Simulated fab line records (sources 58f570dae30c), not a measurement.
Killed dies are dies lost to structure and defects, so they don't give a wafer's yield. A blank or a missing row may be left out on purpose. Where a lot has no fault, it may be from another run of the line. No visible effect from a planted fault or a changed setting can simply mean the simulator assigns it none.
Which of the tools did it? || flow berkeley_cmos170 || 14 lots with 42 wafers sampled at 6 steps, on a route of 331 steps

== WHAT THE GAUGES SHOWED, per wafer ==
UCB170_NSD_CD_MEAS_06 targets a cd of 1200 nm.
{"lot": "L691", "measured": "day 7 13:54", "on": "cd_sem-01", "cd_nm (nm)": "1198.1 1199.2 1198.4"}
{"lot": "L692", "measured": "day 7 14:07", "on": "cd_sem-02", "cd_nm (nm)": "1197.5 1199.7 1199.5"}
{"lot": "L693", "measured": "day 8 07:49", "on": "cd_sem-01", "cd_nm (nm)": "1201.8 1199.3 1200.4"}
{"lot": "L696", "measured": "day 8 15:51", "on": "cd_sem-01", "cd_nm (nm)": "1201.4 1199.1 1200.3"}
{"lot": "L694", "measured": "day 8 15:58", "on": "cd_sem-01", "cd_nm (nm)": "1200.3 1200.4 1200.3"}
{"lot": "L695", "measured": "day 8 16:13", "on": "cd_sem-01", "cd_nm (nm)": "1200.1 1201.9 1200.3"}
{"lot": "L699", "measured": "day 9 07:45", "on": "cd_sem-01", "cd_nm (nm)": "1199.9 1198.8 1199.1"}
{"lot": "L697", "measured": "day 9 08:19", "on": "cd_sem-01", "cd_nm (nm)": "1199.3 1198.7 1198.4"}
{"lot": "L702", "measured": "day 10 02:44", "on": "cd_sem-02", "cd_nm (nm)": "1200.1 1199.8 1202.2"}
{"lot": "L700", "measured": "day 10 02:48", "on": "cd_sem-02", "cd_nm (nm)": "1199.7 1199.9 1199.5"}
{"lot": "L701", "measured": "day 10 03:08", "on": "cd_sem-02", "cd_nm (nm)": "1200.6 1199.1 1199.7"}
{"lot": "L707", "measured": "day 11 04:31", "on": "cd_sem-02", "cd_nm (nm)": "1200.1 1198.9 1200.1"}
{"lot": "L705", "measured": "day 11 05:04", "on": "cd_sem-01", "cd_nm (nm)": "1200.1 1200.6 1199.6"}
{"lot": "L714", "measured": "day 13 05:08", "on": "cd_sem-02", "cd_nm (nm)": "1199.8 1200.1 1199.4"}

UCB170_M1_CD_MEAS_09 targets a cd of 700 nm.
{"lot": "L691", "measured": "day 8 01:07", "on": "cd_sem-01", "cd_nm (nm)": "701.8 701.2 701.5"}
{"lot": "L692", "measured": "day 8 06:13", "on": "cd_sem-01", "cd_nm (nm)": "698.1 700.7 699.6"}
{"lot": "L693", "measured": "day 8 16:25", "on": "cd_sem-01", "cd_nm (nm)": "699.6 699.4 700.4"}
{"lot": "L696", "measured": "day 9 00:00", "on": "cd_sem-01", "cd_nm (nm)": "697.9 698.6 698.2"}
{"lot": "L694", "measured": "day 9 00:07", "on": "cd_sem-01", "cd_nm (nm)": "702.0 700.3 700.1"}
{"lot": "L695", "measured": "day 9 01:52", "on": "cd_sem-01", "cd_nm (nm)": "700.1 700.7 699.6"}
{"lot": "L699", "measured": "day 9 16:11", "on": "cd_sem-01", "cd_nm (nm)": "701.4 702.1 701.6"}
{"lot": "L697", "measured": "day 9 20:38", "on": "cd_sem-01", "cd_nm (nm)": "697.9 698.8 699.6"}
{"lot": "L702", "measured": "day 10 11:08", "on": "cd_sem-01", "cd_nm (nm)": "700.7 699.3 699.6"}
{"lot": "L700", "measured": "day 10 11:20", "on": "cd_sem-02", "cd_nm (nm)": "700.7 701.1 700.0"}
{"lot": "L701", "measured": "day 10 14:02", "on": "cd_sem-01", "cd_nm (nm)": "699.4 701.4 702.4"}
{"lot": "L707", "measured": "day 11 12:32", "on": "cd_sem-02", "cd_nm (nm)": "700.0 698.7 699.5"}
{"lot": "L705", "measured": "day 11 14:46", "on": "cd_sem-01", "cd_nm (nm)": "703.1 701.4 701.2"}
{"lot": "L714", "measured": "day 13 19:11", "on": "cd_sem-02", "cd_nm (nm)": "698.7 698.8 698.9"}

UCB170_M2_CD_MEAS_90 targets a cd of 700 nm.
{"lot": "L691", "measured": "day 8 08:50", "on": "cd_sem-02", "cd_nm (nm)": "705.5 703.3 702.7"}
{"lot": "L692", "measured": "day 8 13:58", "on": "cd_sem-02", "cd_nm (nm)": "698.1 702.8 701.8"}
{"lot": "L693", "measured": "day 8 23:20", "on": "cd_sem-01", "cd_nm (nm)": "700.4 699.5 701.9"}
{"lot": "L696", "measured": "day 9 08:44", "on": "cd_sem-01", "cd_nm (nm)": "701.1 699.2 700.0"}
{"lot": "L694", "measured": "day 9 09:07", "on": "cd_sem-01", "cd_nm (nm)": "701.4 700.8 699.4"}
{"lot": "L695", "measured": "day 9 11:11", "on": "cd_sem-01", "cd_nm (nm)": "705.3 704.8 705.6"}
{"lot": "L699", "measured": "day 10 00:32", "on": "cd_sem-01", "cd_nm (nm)": "702.0 707.3 704.0"}
{"lot": "L697", "measured": "day 10 04:31", "on": "cd_sem-02", "cd_nm (nm)": "698.7 698.1 701.7"}
{"lot": "L702", "measured": "day 10 20:49", "on": "cd_sem-02", "cd_nm (nm)": "700.0 699.4 694.2"}
{"lot": "L700", "measured": "day 10 22:38", "on": "cd_sem-01", "cd_nm (nm)": "699.0 701.2 697.3"}
{"lot": "L701", "measured": "day 10 22:55", "on": "cd_sem-01", "cd_nm (nm)": "703.4 697.8 704.8"}
{"lot": "L707", "measured": "day 11 19:46", "on": "cd_sem-01", "cd_nm (nm)": "685.9 681.4 683.7"}
{"lot": "L705", "measured": "day 12 00:56", "on": "cd_sem-02", "cd_nm (nm)": "678.8 686.0 679.1"}
{"lot": "L714", "measured": "day 14 06:37", "on": "cd_sem-01", "cd_nm (nm)": "702.9 701.7 701.9"}

== EACH LOT AND THE TOOL THAT RAN IT (in order: tool; ch and the chambers of the sampled wafers; start) ==
{"lot": "L691", "UCB170_V1_ETCH_14": "rie_diel-01 ch 1,3, day 8 05:56", "UCB170_M2_METAL_ETCH_18": "rie_metal-01 ch 0,1, day 8 08:32", "UCB170_M2_STRIP_19": "plasma_asher-01 ch 0,1, day 8 08:44"}
{"lot": "L692", "UCB170_V1_ETCH_14": "rie_diel-04 ch 0,1,2, day 8 11:08", "UCB170_M2_METAL_ETCH_18": "rie_metal-04 ch 0,1, day 8 13:41", "UCB170_M2_STRIP_19": "plasma_asher-01 ch 0,1, day 8 13:51"}
{"lot": "L693", "UCB170_V1_ETCH_14": "rie_diel-01 ch 0,1, day 8 20:17", "UCB170_M2_METAL_ETCH_18": "rie_metal-01 ch 0,1, day 8 22:59", "UCB170_M2_STRIP_19": "plasma_asher-03 ch 0,1, day 8 23:08"}
{"lot": "L696", "UCB170_V1_ETCH_14": "rie_diel-02 ch 0,1,3, day 9 05:05", "UCB170_M2_METAL_ETCH_18": "rie_metal-03 ch 0,1, day 9 08:20", "UCB170_M2_STRIP_19": "plasma_asher-03 ch 0, day 9 08:32"}
{"lot": "L694", "UCB170_V1_ETCH_14": "rie_diel-04 ch 0,2,3, day 9 05:22", "UCB170_M2_METAL_ETCH_18": "rie_metal-01 ch 0,1, day 9 08:49", "UCB170_M2_STRIP_19": "plasma_asher-03 ch 0,1, day 9 09:01"}
{"lot": "L695", "UCB170_V1_ETCH_14": "rie_diel-04 ch 0,1,2, day 9 07:07", "UCB170_M2_METAL_ETCH_18": "rie_metal-04 ch 1, day 9 10:38", "UCB170_M2_STRIP_19": "plasma_asher-03 ch 0,1, day 9 11:01"}
{"lot": "L699", "UCB170_V1_ETCH_14": "rie_diel-01 ch 0,3, day 9 21:26", "UCB170_M2_METAL_ETCH_18": "rie_metal-04 ch 0,1, day 10 00:15", "UCB170_M2_STRIP_19": "plasma_asher-01 ch 0,1, day 10 00:26"}
{"lot": "L697", "UCB170_V1_ETCH_14": "rie_diel-04 ch 2,3, day 10 01:35", "UCB170_M2_METAL_ETCH_18": "rie_metal-01 ch 0,1, day 10 04:13", "UCB170_M2_STRIP_19": "plasma_asher-01 ch 0,1, day 10 04:23"}
{"lot": "L702", "UCB170_V1_ETCH_14": "rie_diel-01 ch 1,2, day 10 14:49", "UCB170_M2_METAL_ETCH_18": "rie_metal-04 ch 0,1, day 10 20:32", "UCB170_M2_STRIP_19": "plasma_asher-04 ch 0,1, day 10 20:41"}
{"lot": "L700", "UCB170_V1_ETCH_14": "rie_diel-04 ch 2,3, day 10 19:36", "UCB170_M2_METAL_ETCH_18": "rie_metal-01 ch 0,1, day 10 22:20", "UCB170_M2_STRIP_19": "plasma_asher-04 ch 0,1, day 10 22:32"}
{"lot": "L701", "UCB170_V1_ETCH_14": "rie_diel-01 ch 0,3, day 10 19:52", "UCB170_M2_METAL_ETCH_18": "rie_metal-04 ch 0,1, day 10 22:37", "UCB170_M2_STRIP_19": "plasma_asher-03 ch 0,1, day 10 22:48"}
{"lot": "L707", "UCB170_V1_ETCH_14": "rie_diel-04 ch 0,1,3, day 11 16:40", "UCB170_M2_METAL_ETCH_18": "rie_metal-04 ch 0, day 11 19:17", "UCB170_M2_STRIP_19": "plasma_asher-01 ch 0,1, day 11 19:40"}
{"lot": "L705", "UCB170_V1_ETCH_14": "rie_diel-04 ch 2,3, day 11 20:50", "UCB170_M2_METAL_ETCH_18": "rie_metal-04 ch 0,1, day 12 00:38", "UCB170_M2_STRIP_19": "plasma_asher-03 ch 0,1, day 12 00:48"}
{"lot": "L714", "UCB170_V1_ETCH_14": "rie_diel-01 ch 0,1,2, day 13 23:27", "UCB170_M2_METAL_ETCH_18": "rie_metal-03 ch 0,1, day 14 06:18", "UCB170_M2_STRIP_19": "plasma_asher-01 ch 1, day 14 06:29"}
- UCB170_V1_ETCH_14: etches SiO2 in CHF3/CF4/Ar, stops on Al, target depth 1250 nm, time 291 s.
- UCB170_M2_METAL_ETCH_18: etches Al in Cl2/BCl3, stops on SiO2, target depth 1170 nm, time 195 s.
- UCB170_M2_STRIP_19: strips in O2.

== WHAT THE TOOLS THEMSELVES READ (means of the sampled wafers that have a number; where no wafer has one, the mark that the record gives instead) ==
UCB170_V1_ETCH_14.
{"lot": "L691", "tool": "rie_diel-01", "drypump_motor_current_A (A)": 5.8, "oes_product_au (a.u.)": 0.869, "rf_fwd_power_W (W)": 699.0, "throttle_valve_pct (%)": 6.81}
{"lot": "L692", "tool": "rie_diel-04", "drypump_motor_current_A (A)": 5.4, "oes_product_au (a.u.)": 0.879, "rf_fwd_power_W (W)": 699.8, "throttle_valve_pct (%)": 6.88}
{"lot": "L693", "tool": "rie_diel-01", "drypump_motor_current_A (A)": 5.9, "oes_product_au (a.u.)": 0.853, "rf_fwd_power_W (W)": 697.4, "throttle_valve_pct (%)": 6.90}
{"lot": "L696", "tool": "rie_diel-02", "drypump_motor_current_A (A)": 6.1, "oes_product_au (a.u.)": 0.851, "rf_fwd_power_W (W)": 698.5, "throttle_valve_pct (%)": 6.86}
{"lot": "L694", "tool": "rie_diel-04", "drypump_motor_current_A (A)": 6.1, "oes_product_au (a.u.)": 0.883, "rf_fwd_power_W (W)": 698.6, "throttle_valve_pct (%)": 6.92}
{"lot": "L695", "tool": "rie_diel-04", "drypump_motor_current_A (A)": 5.4, "oes_product_au (a.u.)": 0.880, "rf_fwd_power_W (W)": 696.9, "throttle_valve_pct (%)": 6.89}
{"lot": "L699", "tool": "rie_diel-01", "drypump_motor_current_A (A)": 5.9, "oes_product_au (a.u.)": 0.869, "rf_fwd_power_W (W)": 698.7, "throttle_valve_pct (%)": 6.98}
{"lot": "L697", "tool": "rie_diel-04", "drypump_motor_current_A (A)": 6.3, "oes_product_au (a.u.)": 0.871, "rf_fwd_power_W (W)": 700.6, "throttle_valve_pct (%)": 6.92}
{"lot": "L702", "tool": "rie_diel-01", "drypump_motor_current_A (A)": 6.2, "oes_product_au (a.u.)": 0.882, "rf_fwd_power_W (W)": 697.9, "throttle_valve_pct (%)": 6.85}
{"lot": "L700", "tool": "rie_diel-04", "drypump_motor_current_A (A)": 6.3, "oes_product_au (a.u.)": 0.866, "rf_fwd_power_W (W)": 699.8, "throttle_valve_pct (%)": 6.92}
{"lot": "L701", "tool": "rie_diel-01", "drypump_motor_current_A (A)": 5.9, "oes_product_au (a.u.)": 0.883, "rf_fwd_power_W (W)": 698.0, "throttle_valve_pct (%)": 6.97}
{"lot": "L707", "tool": "rie_diel-04", "drypump_motor_current_A (A)": 5.8, "oes_product_au (a.u.)": 0.874, "rf_fwd_power_W (W)": 699.3, "throttle_valve_pct (%)": 6.87}
{"lot": "L705", "tool": "rie_diel-04", "drypump_motor_current_A (A)": 5.9, "oes_product_au (a.u.)": 0.880, "rf_fwd_power_W (W)": 697.3, "throttle_valve_pct (%)": 6.93}
{"lot": "L714", "tool": "rie_diel-01", "drypump_motor_current_A (A)": 6.0, "oes_product_au (a.u.)": 0.864, "rf_fwd_power_W (W)": 697.7, "throttle_valve_pct (%)": 6.89}

UCB170_M2_METAL_ETCH_18.
{"lot": "L691", "tool": "rie_metal-01", "drypump_motor_current_A (A)": 5.7, "oes_product_au (a.u.)": 0.873, "rf_fwd_power_W (W)": 597.8, "throttle_valve_pct (%)": 24.10}
{"lot": "L692", "tool": "rie_metal-04", "drypump_motor_current_A (A)": 6.0, "oes_product_au (a.u.)": 0.875, "rf_fwd_power_W (W)": 598.3, "throttle_valve_pct (%)": 24.22}
{"lot": "L693", "tool": "rie_metal-01", "drypump_motor_current_A (A)": 6.1, "oes_product_au (a.u.)": 0.879, "rf_fwd_power_W (W)": 598.9, "throttle_valve_pct (%)": 24.06}
{"lot": "L696", "tool": "rie_metal-03", "drypump_motor_current_A (A)": 5.1, "oes_product_au (a.u.)": 0.861, "rf_fwd_power_W (W)": 597.4, "throttle_valve_pct (%)": 24.33}
{"lot": "L694", "tool": "rie_metal-01", "drypump_motor_current_A (A)": 5.7, "oes_product_au (a.u.)": 0.872, "rf_fwd_power_W (W)": 597.9, "throttle_valve_pct (%)": 24.10}
{"lot": "L695", "tool": "rie_metal-04", "drypump_motor_current_A (A)": 6.0, "oes_product_au (a.u.)": 0.868, "rf_fwd_power_W (W)": 600.1, "throttle_valve_pct (%)": 24.44}
{"lot": "L699", "tool": "rie_metal-04", "drypump_motor_current_A (A)": 6.0, "oes_product_au (a.u.)": 0.877, "rf_fwd_power_W (W)": 597.9, "throttle_valve_pct (%)": 24.22}
{"lot": "L697", "tool": "rie_metal-01", "drypump_motor_current_A (A)": 5.7, "oes_product_au (a.u.)": 0.869, "rf_fwd_power_W (W)": 597.9, "throttle_valve_pct (%)": 24.09}
{"lot": "L702", "tool": "rie_metal-04", "drypump_motor_current_A (A)": 6.0, "oes_product_au (a.u.)": 0.875, "rf_fwd_power_W (W)": 597.7, "throttle_valve_pct (%)": 24.23}
{"lot": "L700", "tool": "rie_metal-01", "drypump_motor_current_A (A)": 6.1, "oes_product_au (a.u.)": 0.868, "rf_fwd_power_W (W)": 598.0, "throttle_valve_pct (%)": 24.05}
{"lot": "L701", "tool": "rie_metal-04", "drypump_motor_current_A (A)": 6.0, "oes_product_au (a.u.)": 0.880, "rf_fwd_power_W (W)": 599.3, "throttle_valve_pct (%)": 24.22}
{"lot": "L707", "tool": "rie_metal-04", "drypump_motor_current_A (A)": 6.0, "oes_product_au (a.u.)": 0.892, "rf_fwd_power_W (W)": 837.0, "throttle_valve_pct (%)": 23.78}
{"lot": "L705", "tool": "rie_metal-04", "drypump_motor_current_A (A)": 6.1, "oes_product_au (a.u.)": 0.882, "rf_fwd_power_W (W)": 838.8, "throttle_valve_pct (%)": 23.99}
{"lot": "L714", "tool": "rie_metal-03", "drypump_motor_current_A (A)": 5.1, "oes_product_au (a.u.)": 0.862, "rf_fwd_power_W (W)": 597.8, "throttle_valve_pct (%)": 24.32}

UCB170_M2_STRIP_19.
{"lot": "L691", "tool": "plasma_asher-01", "drypump_motor_current_A (A)": 5.5, "oes_product_au (a.u.)": 0.551}
{"lot": "L692", "tool": "plasma_asher-01", "drypump_motor_current_A (A)": 5.6, "oes_product_au (a.u.)": 0.536}
{"lot": "L693", "tool": "plasma_asher-03", "drypump_motor_current_A (A)": 5.2, "oes_product_au (a.u.)": 0.550}
{"lot": "L696", "tool": "plasma_asher-03", "drypump_motor_current_A (A)": 6.0, "oes_product_au (a.u.)": 0.553}
{"lot": "L694", "tool": "plasma_asher-03", "drypump_motor_current_A (A)": 5.2, "oes_product_au (a.u.)": 0.556}
{"lot": "L695", "tool": "plasma_asher-03", "drypump_motor_current_A (A)": 5.2, "oes_product_au (a.u.)": 0.543}
{"lot": "L699", "tool": "plasma_asher-01", "drypump_motor_current_A (A)": 5.6, "oes_product_au (a.u.)": 0.542}
{"lot": "L697", "tool": "plasma_asher-01", "drypump_motor_current_A (A)": 5.6, "oes_product_au (a.u.)": 0.553}
{"lot": "L702", "tool": "plasma_asher-04", "drypump_motor_current_A (A)": 6.4, "oes_product_au (a.u.)": 0.530}
{"lot": "L700", "tool": "plasma_asher-04", "drypump_motor_current_A (A)": 6.2, "oes_product_au (a.u.)": 0.551}
{"lot": "L701", "tool": "plasma_asher-03", "drypump_motor_current_A (A)": 5.2, "oes_product_au (a.u.)": 0.535}
{"lot": "L707", "tool": "plasma_asher-01", "drypump_motor_current_A (A)": 5.5, "oes_product_au (a.u.)": 0.313}
{"lot": "L705", "tool": "plasma_asher-03", "drypump_motor_current_A (A)": 5.6, "oes_product_au (a.u.)": 0.317}
{"lot": "L714", "tool": "plasma_asher-01", "drypump_motor_current_A (A)": 5.2, "oes_product_au (a.u.)": 0.561}

== THE ANSWER, worked out from the rows above alone ==
Rule: usual is defined by the lots themselves. Put in order of their means at a reading, lots are off if they are a third of the lots or fewer, leave a main group of 4 or more, and stand apart from it by a gap of 3 or more times the standard deviation of the main group's means; of several such gaps the widest counts. A main group is skipped when, at the precision printed for the reading in the tables above, its means are all equal. Also off: a lot with no number at a reading for which 4 or more lots have one. Where the step has rows for the other lots, those lots are counted as sound. Order of review: gauges by route order, followed by the tools' own readings, for which a lot's mean as printed above is used. The first step at which some lot is off is used, and at that step the reading that is off furthest; a lot without a number counts as furthest.
Off: L707, L705 (UCB170_M2_CD_MEAS_90, cd_nm). The main group: mean 701.4 nm, standard deviation 2.1.
If a tool, at a process step before that reading, ran all the lots that are off and no sound lot after the first of them, it fits. Not tried: the gauges at UCB170_M2_CD_MEAS_90; whatever is off there is also off at UCB170_M2_METAL_ETCH_18, on other tools, and gauge error can't account for it. Undecided on this evidence; 2 tools fit (rie_diel-04 at UCB170_V1_ETCH_14, rie_metal-04 at UCB170_M2_METAL_ETCH_18).

== WHAT WAS PUT IN BY THE SIMULATOR ==
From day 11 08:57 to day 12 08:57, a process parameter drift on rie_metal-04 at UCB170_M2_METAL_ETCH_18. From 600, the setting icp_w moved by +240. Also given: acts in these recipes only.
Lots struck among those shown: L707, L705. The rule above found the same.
